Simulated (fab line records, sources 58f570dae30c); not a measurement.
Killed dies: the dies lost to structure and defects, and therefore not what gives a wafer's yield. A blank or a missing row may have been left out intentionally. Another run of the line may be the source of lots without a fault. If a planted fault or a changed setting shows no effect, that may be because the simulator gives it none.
Which of the tools did it? ; flow berkeleyCmos170 ; Sampling: 14 lots, 42 wafers, 4 of 331 route steps

== WHAT EACH GAUGE READ, for each wafer ==
UCB170_M2_RS_MEAS_02: measures by four-point-probe. Usual: for M2_AL_RS the level is 0.0323 ohm/sq and the standard deviation is 0.00032.
lot;measured;on;M2_AL_RS (ohm/sq);flag
L434;day 7 18:15;filmMetro-04;0.0325 0.0327 0.0324;
L432;day 7 18:26;filmMetro-01;0.0326 0.0329 0.0328;
L436;day 8 01:31;filmMetro-01;0.0323 0.0322 0.0323;
L435;day 8 01:46;filmMetro-02;0.0321 0.0320 0.0320;
L441;day 9 03:28;filmMetro-01;0.0324 0.0321 0.0326;
L438;day 9 03:44;filmMetro-04;0.0317 0.0321 0.0318;
L437;day 9 03:52;filmMetro-02;0.0325 0.0317 0.0323;
L442;day 9 03:59;filmMetro-01;0.0321 0.0321 0.0322;
L443;day 9 16:53;filmMetro-01;0.0325 0.0327 0.0324;
L446;day 10 12:26;filmMetro-02;0.0332 0.0330 0.0330;
L449;day 10 23:20;filmMetro-04;0.0325 0.0322 0.0321;
L452;day 11 13:06;filmMetro-01;0.0325 0.0324 0.0323;
L454;day 12 01:29;filmMetro-02;0.0323 0.0322 0.0322;
L455;day 12 15:32;filmMetro-01;0.0321 0.0321 0.0318;

UCB170_M3_CD_MEAS_15: the cd target is 700 nm. Usual: 700.5 nm for cdNm, sd 1.7.
lot;measured;on;cdNm (nm);flag
L434;day 8 02:29;cdSem-01;705.7 703.2 703.4;
L432;day 8 03:04;cdSem-01;700.5 701.3 702.2;
L436;day 8 10:05;cdSem-02;699.1 699.1 698.8;
L435;day 8 10:50;cdSem-02;702.7 702.0 702.0;
L441;day 9 14:19;cdSem-01;699.8 700.6 700.5;
L438;day 9 14:33;cdSem-01;699.6 700.8 698.3;
L437;day 9 14:47;cdSem-01;701.8 700.9 702.4;
L442;day 9 15:04;cdSem-02;699.8 701.6 701.5;
L443;day 9 23:52;cdSem-01;698.6 697.4 698.2;
L446;day 10 21:31;cdSem-01;703.8 703.5 704.1;
L449;day 11 07:28;cdSem-02;700.3 700.9 701.4;
L452;day 12 00:39;cdSem-01;699.7 698.8 700.1;
L454;day 12 09:14;cdSem-02;699.4 697.1 698.1;
L455;day 12 23:50;cdSem-01;700.1 700.6 701.4;

== EACH LOT AND THE TOOL THAT RAN IT (in order: tool; ch and the chambers of the sampled wafers; start) ==
lot;UCB170_V1_STRIP_15;UCB170_M2_STRIP_07
L434;plasmaAsher-02 ch 0,1, day 7 17:52;plasmaAsher-03 ch 0,1, day 7 18:52
L432;plasmaAsher-01 ch 0,1, day 7 18:04;plasmaAsher-04 ch 0,1, day 7 19:20
L436;plasmaAsher-02 ch 0,1, day 8 01:09;plasmaAsher-03 ch 0,1, day 8 02:17
L435;plasmaAsher-04 ch 0,1, day 8 01:23;plasmaAsher-04 ch 0,1, day 8 02:42
L441;plasmaAsher-01 ch 0,1, day 9 03:04;plasmaAsher-02 ch 0,1, day 9 04:04
L438;plasmaAsher-04 ch 0,1, day 9 03:21;plasmaAsher-04 ch 0,1, day 9 04:39
L437;plasmaAsher-01 ch 0,1, day 9 03:30;plasmaAsher-03 ch 0,1, day 9 04:56
L442;plasmaAsher-04 ch 0,1, day 9 03:37;plasmaAsher-02 ch 0,1, day 9 05:06
L443;plasmaAsher-01 ch 0,1, day 9 16:29;plasmaAsher-03 ch 0, day 9 17:32
L446;plasmaAsher-01 ch 0,1, day 10 11:59;plasmaAsher-03 ch 0,1, day 10 13:17
L449;plasmaAsher-02 ch 0,1, day 10 22:57;plasmaAsher-04 ch 0,1, day 10 23:57
L452;plasmaAsher-01 ch 0,1, day 11 12:44;plasmaAsher-04 ch 0,1, day 11 13:54
L454;plasmaAsher-02 ch 0,1, day 12 01:07;plasmaAsher-02 ch 0,1, day 12 02:24
L455;plasmaAsher-02 ch 0,1, day 12 15:10;plasmaAsher-04 ch 0,1, day 12 16:10
- UCB170_V1_STRIP_15: strips in O2.
- UCB170_M2_STRIP_07: strips in O2.

== WHAT THE TOOLS THEMSELVES READ (means of the sampled wafers that have a number; where no wafer has one, the mark that the record gives instead) ==
UCB170_V1_STRIP_15. Usual: drypumpMotorCurrentA 6.1 A, standard deviation 0.3; oesProductAu 0.722 a.u., standard deviation 0.0042; stripTimeToEndpointS 15.32 s, standard deviation 0.078.
lot;tool;drypumpMotorCurrentA (A);oesProductAu (a.u.);stripTimeToEndpointS (s);flag
L434;plasmaAsher-02;6.3;0.723;15.33;
L432;plasmaAsher-01;6.2;0.724;15.38;
L436;plasmaAsher-02;6.4;0.722;15.34;
L435;plasmaAsher-04;6.0;0.723;15.36;
L441;plasmaAsher-01;6.2;0.720;15.36;
L438;plasmaAsher-04;5.9;0.724;15.29;
L437;plasmaAsher-01;6.2;0.719;15.37;
L442;plasmaAsher-04;5.9;0.723;15.27;
L443;plasmaAsher-01;6.2;0.723;15.38;
L446;plasmaAsher-01;6.1;0.718;15.32;
L449;plasmaAsher-02;6.3;0.726;15.27;
L452;plasmaAsher-01;6.1;0.719;15.23;
L454;plasmaAsher-02;6.1;0.723;15.31;
L455;plasmaAsher-02;6.1;0.723;15.36;

UCB170_M2_STRIP_07. Usual: drypumpMotorCurrentA 6.0 A, standard deviation 0.44; oesProductAu 0.735 a.u., standard deviation 0.0047; stripTimeToEndpointS 21.96 s, standard deviation 0.064.
lot;tool;drypumpMotorCurrentA (A);oesProductAu (a.u.);stripTimeToEndpointS (s);flag
L434;plasmaAsher-03;6.2;0.732;22.03;
L432;plasmaAsher-04;6.1;0.738;21.98;
L436;plasmaAsher-03;6.1;0.727;21.94;
L435;plasmaAsher-04;5.9;0.735;22.01;
L441;plasmaAsher-02;6.1;0.731;21.94;
L438;plasmaAsher-04;5.9;0.733;22.06;
L437;plasmaAsher-03;5.8;0.740;21.90;
L442;plasmaAsher-02;6.4;0.734;22.00;
L443;plasmaAsher-03;5.4;0.738;21.95;
L446;plasmaAsher-03;6.1;0.737;21.92;
L449;plasmaAsher-04;5.9;0.736;21.98;
L452;plasmaAsher-04;5.9;0.735;22.02;
L454;plasmaAsher-02;6.4;0.733;21.88;
L455;plasmaAsher-04;5.9;0.736;21.97;

== THE ANSWER, worked out from the rows above alone ==
Rule: lot off if the mean of its wafers having a number is beyond 3 standard deviations from the usual mean. Also off: a lot with no number at a reading for which 4 or more lots have one. Where the step has rows for the other lots, those lots are counted as sound. The gauges are gone through in route order, then the tools' own readings, and for those a lot's mean is taken as printed above. At the first step where some lot is off, the reading lying furthest off is the one used; lots without a number count as furthest.
Across all readings shown, no lot is off: no conclusion can be drawn from this.

== WHAT WAS PUT IN BY THE SIMULATOR ==
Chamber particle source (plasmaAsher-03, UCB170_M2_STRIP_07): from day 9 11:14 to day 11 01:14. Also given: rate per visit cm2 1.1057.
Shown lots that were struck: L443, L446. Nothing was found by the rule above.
